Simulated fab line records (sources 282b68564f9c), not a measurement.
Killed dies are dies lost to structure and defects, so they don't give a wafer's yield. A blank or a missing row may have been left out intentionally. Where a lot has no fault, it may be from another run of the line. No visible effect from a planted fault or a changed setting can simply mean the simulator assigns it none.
fab line records    flow ritCmos
record lots=6  wafers=18  lastDay=7
route steps=202 shown NLDD@107 PLDD@114 M1@202
lots untouched by any fault: they come from a run of this same line in which no faults occurred
startH: start of the lot's first displayed wafer, in hours after the record's first day    waitH: time in hours since the lot's previous step    " unchanged from the row above    L1.1+2: several wafers, shown together as one row    - no value present, or no start provided    * or withheld: withheld    < > ~ a bound
route shown NAME@n: names a module that has steps shown in the file, with the first one's number in the route    usual: mean/standard deviation taken from wafers without a fault    same: alike in all rows    chamber/n: place in a boat    sites: per-site readings    _std_site: the values' standard deviation    _edge_site: outer sites' mean less inner sites'    radiusMm: for every site, how far away it sits from the centre of the wafer    mask NAME#n: copy n    behind: the most recent tool/chamber to have shaped the wafer    hold: cause of the lot's hold/its duration in hours/its outcome    device: the n, p or np transistor that did not switch    end of line: tests of these same wafers at the route's end    a step given without rows: its recipe and nothing more    killed: at the first sort, the dies lost to defects and structure; wafer yield is something else    map: a wafer's dies, marking killed ones x, the rest . and places with no die _
set.NAME: the setting as run; set.NAME@STEP: as run at that earlier step    model.NAME: the simulator's own value behind a step, which no gauge read
lots at some steps of the route; a table a step, a row a wafer
services: from which hour (startH, from the record's first day; less than 0 if before it) a tool's chamber was out of use, for how many hours, and why
## steps
# step RIT_NLDD_PEB_04
# recipe resist=NOVOLAK  tempC=withheld  timeS=withheld
# step RIT_NLDD_DEVELOP_05
# recipe resist=NOVOLAK  developTimeS=50  devTempC=23
# step RIT_NLDD_OVL_MEAS_06
# usual NLDD_OVL=0.0/1.2
lot.wafer  tool        chamber  startH  waitH  NLDD_OVL[nm]
L584.1     overlay-01  -        48.01   -      0.7
L584.2     "           -        "       "      -1.3
L584.4     "           -        "       "      1.2
L593.2     overlay-02  -        91.55   -      -0.7
L593.4     "           -        "       "      -1.3
L593.5     "           -        "       "      -1.2
L599.1     overlay-02  -        121.17  -      -0.1
L599.2     "           -        "       "      -1.2
L599.4     "           -        "       "      -0.5
L600.3     overlay-01  -        126.99  -      2.7
L600.5     "           -        "       "      0.7
L600.6     "           -        "       "      0.6
L602.2     overlay-01  -        135.69  -      1.4
L602.4     "           -        "       "      1.2
L602.6     "           -        "       "      2.6
L603.2     overlay-02  -        141.18  -      0.6
L603.3     "           -        "       "      -0.3
L603.6     "           -        "       "      -1.1
# step RIT_NLDD_HARDBAKE_07
# recipe resist=NOVOLAK  tempC=140  timeS=60
# step RIT_NLDD_IMPLANT_08
# recipe species=P  energyKev=20  doseCm2=5e+14  tiltDeg=7
# step RIT_NLDD_STRIP_09
# recipe chemistry=O2  timeS=180  resist=NOVOLAK  platenTempC=withheld  powerW=500  pressureMtorr=4000  o2FlowSccm=4000
# usual drypumpMotorCurrentA=5.8/0.43
lot.wafer  tool            chamber  startH  waitH  drypumpMotorCurrentA  rfHoursCounterH
L584.1     plasmaAsher-03  0        48.35   0.1    6.3                   27
L584.2     "               1        "       "      5.5                   27
L584.4     "               1        "       "      5.6                   -
L593.2     plasmaAsher-02  0        91.88   0.1    5.2                   45
L593.4     "               1        "       "      5.5                   -
L593.5     "               1        "       "      5.5                   -
L599.1     plasmaAsher-04  1        121.51  0.1    6.1                   51
L599.2     "               0        "       "      6.3                   51
L599.4     "               1        "       "      6.1                   -
L600.3     plasmaAsher-04  1        127.37  0.1    6.1                   -
L600.5     "               0        "       "      6.3                   -
L600.6     "               1        "       "      6.1                   -
L602.2     plasmaAsher-03  0        136.02  0.1    6.3                   38
L602.4     "               1        "       "      5.5                   -
L602.6     "               1        "       "      5.5                   -
L603.2     plasmaAsher-03  0        141.51  0.1    6.3                   38
L603.3     "               1        "       "      5.6                   -
L603.6     "               0        "       "      6.3                   -
# step RIT_NLDD_TW_MEAS_10
# usual NLDD_TW=2489/10
lot.wafer  tool          chamber  startH  waitH  NLDD_TW
L584.1     filmMetro-02  -        48.52   0.1    2476
L584.2     "             -        "       "      2484
L584.4     "             -        "       "      2485
L593.2     filmMetro-02  -        92.07   0.1    2487
L593.4     "             -        "       "      2497
L593.5     "             -        "       "      2489
L599.1     filmMetro-02  -        121.68  0.1    2486
L599.2     "             -        "       "      2496
L599.4     "             -        "       "      2489
L600.3     filmMetro-03  -        127.50  0.1    2491
L600.5     "             -        "       "      2489
L600.6     "             -        "       "      2494
L602.2     filmMetro-02  -        136.21  0.1    2494
L602.4     "             -        "       "      2500
L602.6     "             -        "       "      2495
L603.2     filmMetro-02  -        141.70  0.1    2496
L603.3     "             -        "       "      2495
L603.6     "             -        "       "      2487
# step RIT_PLDD_HMDS_00
# recipe primeTimeS=60  primeTempC=140
# step RIT_PLDD_COAT_01
# recipe resist=NOVOLAK  spinRpm=3250  resistThkNm=1000
# step RIT_PLDD_SOFTBAKE_02
# recipe resist=NOVOLAK  tempC=90  timeS=60
# step RIT_PLDD_EXPOSE_03
# recipe maskId=M8  na=0.57  targetCdNm=40900  doseMj=250
# step RIT_PLDD_PEB_04
# recipe resist=NOVOLAK  tempC=withheld  timeS=withheld
# step RIT_PLDD_DEVELOP_05
# recipe resist=NOVOLAK  developTimeS=50  devTempC=23
# usual developerTempC=23.01/0.094
# same developTimeS=50
lot.wafer  tool           chamber  startH  waitH  developerTempC
L584.1     lithoTrack-01  0        49      -      22.92
L584.2     "              0        "       "      22.96
L584.4     "              0        "       "      22.88
L593.2     lithoTrack-04  0        92      -      23.14
L593.4     "              0        93      -      22.95
L593.5     "              0        "       "      23.07
L599.1     lithoTrack-01  0        122     -      22.15
L599.2     "              0        "       "      22.25
L599.4     "              0        "       "      22.15
L600.3     lithoTrack-01  0        128     -      22.18
L600.5     "              0        "       "      21.89
L600.6     "              0        "       "      22.03
L602.2     lithoTrack-03  0        137     -      23.13
L602.4     "              0        "       "      23.02
L602.6     "              0        "       "      22.96
L603.2     lithoTrack-04  0        142     -      23.01
L603.3     "              0        "       "      23.10
L603.6     "              0        "       "      22.90
# step RIT_PLDD_OVL_MEAS_06
# usual PLDD_OVL=0.0/1.3
lot.wafer  tool        chamber  startH  waitH  PLDD_OVL[nm]
L584.1     overlay-01  -        49.43   -      -0.1
L584.2     "           -        "       "      -0.3
L584.4     "           -        "       "      0.0
L593.2     overlay-02  -        93.10   -      0.2
L593.4     "           -        "       "      -0.4
L593.5     "           -        "       "      -1.5
L599.1     overlay-02  -        122.59  -      -0.5
L599.2     "           -        "       "      -1.6
L599.4     "           -        "       "      -0.2
L600.3     overlay-02  -        128.41  -      -2.7
L600.5     "           -        "       "      -1.7
L600.6     "           -        "       "      -2.6
L602.2     overlay-02  -        137.19  -      -0.6
L602.4     "           -        "       "      3.2
L602.6     "           -        "       "      -0.2
L603.2     overlay-02  -        142.73  -      -1.1
L603.3     "           -        "       "      -0.3
L603.6     "           -        "       "      0.2
# step RIT_M1_PROBE_99
# usual killedAtFrontEnd=7/3.1  killedDies=7/3.1  killedOpen=3.4/2.1  killedShort=3.5/2
# same grossDies=264  killed_at_M0_to_M3=0  killed_at_M4_up=0  killedAtBackSide=0  killedAtContacts=0  killedAtOther=0
lot.wafer  tool       chamber  startH  waitH  killedAtFrontEnd  killedDies  killedOpen  killedShort
L584.1     prober-01  -        63.27   0.1    3                 3           1           2
L584.2     prober-01  -        63.32   0.1    8                 8           4           4
L584.4     prober-01  -        63.42   0.2    2                 2           0           2
L593.2     prober-02  -        107.14  0.1    9                 9           4           5
L593.4     prober-02  -        107.24  0.2    5                 5           4           1
L593.5     prober-02  -        107.29  0.2    6                 6           5           1
L599.1     prober-01  -        136.42  0.1    10                10          6           4
L599.2     prober-01  -        136.47  0.1    3                 3           1           2
L599.4     prober-01  -        136.57  0.2    8                 8           2           6
L600.3     prober-02  -        142.41  0.2    12                12          10          2
L600.5     prober-02  -        142.51  0.2    11                11          5           6
L600.6     prober-02  -        142.56  0.2    7                 7           1           6
L602.2     prober-02  -        151.46  0.1    4                 4           1           3
L602.4     prober-02  -        151.56  0.2    5                 5           3           2
L602.6     prober-02  -        151.66  0.2    8                 8           3           5
L603.2     prober-01  -        156.51  0.1    8                 8           4           4
L603.3     prober-01  -        156.56  0.2    6                 6           4           2
L603.6     prober-01  -        156.71  0.2    3                 3           2           1
# killed by level:class
L584.1 REOX:geometricParticle:short=2 REOX:geometricParticle:open=1
L584.2 GATE:geometricParticle:short=4 REOX:geometricParticle:open=2 FOX1:geometricParticle:open=1 SPACER:geometricParticle:open=1
L584.4 FOX1:geometricParticle:short=1 GATE:geometricParticle:short=1
L593.2 FOX1:geometricParticle:short=2 FOX2:geometricParticle:short=2 FOX1:geometricParticle:open=1 FOX2:geometricParticle:open=1 GATE:geometricParticle:short=1 GATE:geometricParticle:open=1 REOX:geometricParticle:open=1
L593.4 FOX1:geometricParticle:open=2 GATE:geometricParticle:short=1 SILICIDE:geometricParticle:open=1 REOX:geometricParticle:open=1
L593.5 GATE:geometricParticle:open=2 SILICIDE:geometricParticle:open=2 FOX2:geometricParticle:open=1 REOX:geometricParticle:short=1
L599.1 GATE:geometricParticle:short=3 GATE:geometricParticle:open=3 FOX1:geometricParticle:open=2 REOX:geometricParticle:short=1 SILICIDE:geometricParticle:open=1
L599.2 FOX1:geometricParticle:open=1 FOX1:geometricParticle:short=1 SILICIDE:geometricParticle:short=1
L599.4 GATE:geometricParticle:short=2 SPACER:geometricParticle:short=2 FOX2:geometricParticle:open=1 FOX2:geometricParticle:short=1 GATE:geometricParticle:open=1 SILICIDE:geometricParticle:short=1
L600.3 GATE:geometricParticle:open=4 FOX1:geometricParticle:open=3 SPACER:geometricParticle:open=2 GATE:geometricParticle:short=2 REOX:geometricParticle:open=1
L600.5 GATE:geometricParticle:short=4 SPACER:geometricParticle:open=3 GATE:geometricParticle:open=2 FOX2:geometricParticle:short=1 SPACER:geometricParticle:short=1
L600.6 SPACER:geometricParticle:short=2 FOX1:geometricParticle:short=1 FOX2:geometricParticle:short=1 GATE:geometricParticle:short=1 REOX:geometricParticle:open=1 REOX:geometricParticle:short=1
L602.2 FOX1:geometricParticle:short=1 REOX:geometricParticle:short=1 SPACER:geometricParticle:open=1 SPACER:geometricParticle:short=1
L602.4 FOX1:geometricParticle:open=2 FOX1:geometricParticle:short=2 SILICIDE:geometricParticle:open=1
L602.6 GATE:geometricParticle:short=3 GATE:geometricParticle:open=2 FOX1:geometricParticle:short=1 SPACER:geometricParticle:open=1 SPACER:geometricParticle:short=1
L603.2 GATE:geometricParticle:open=4 GATE:geometricParticle:short=3 REOX:geometricParticle:short=1
L603.3 GATE:geometricParticle:open=3 FOX1:geometricParticle:short=1 FOX2:geometricParticle:open=1 GATE:geometricParticle:short=1
L603.6 GATE:geometricParticle:open=2 GATE:geometricParticle:short=1
## services
tool            chamber  startH  hours  kind
plasmaAsher-02  -        69.46   7.5    repair
plasmaAsher-03  -        93.85   2.8    pm
plasmaAsher-02  -        108.75  9.0    pm
plasmaAsher-02  0        108.75  9.0    ventCycle
plasmaAsher-02  1        108.75  9.0    ventCycle
plasmaAsher-02  0        117.75  -      clean
plasmaAsher-02  1        117.75  -      clean
## key
firstSign step=RIT_PLDD_DEVELOP_05  reading=developerTempC  direction=down  sigmas=9.6  usual=*  struck=*
effect none on later readings
metAt RIT_PLDD_DEVELOP_05
struckWafers L599.1,L599.2,L599.4,L600.3,L600.5,L600.6
testerLeftOut L599,L600
onsetBetween 49 122
fault kind=processParameterDrift  tool=lithoTrack-01  chamber=-  onsetH=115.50  steps=RIT_PLDD_DEVELOP_05  channel=devTempC  offset=*  shape=step  endH=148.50  actsIn=*  stated=*
# testerLeftOut: of these lots the tester's yield and bins aren't shown, on N5 and GAA mostly nor the transistor test; their killed dies are dies lost to structure and defects alone, not to doping, threshold or leakage, so they don't give the yield
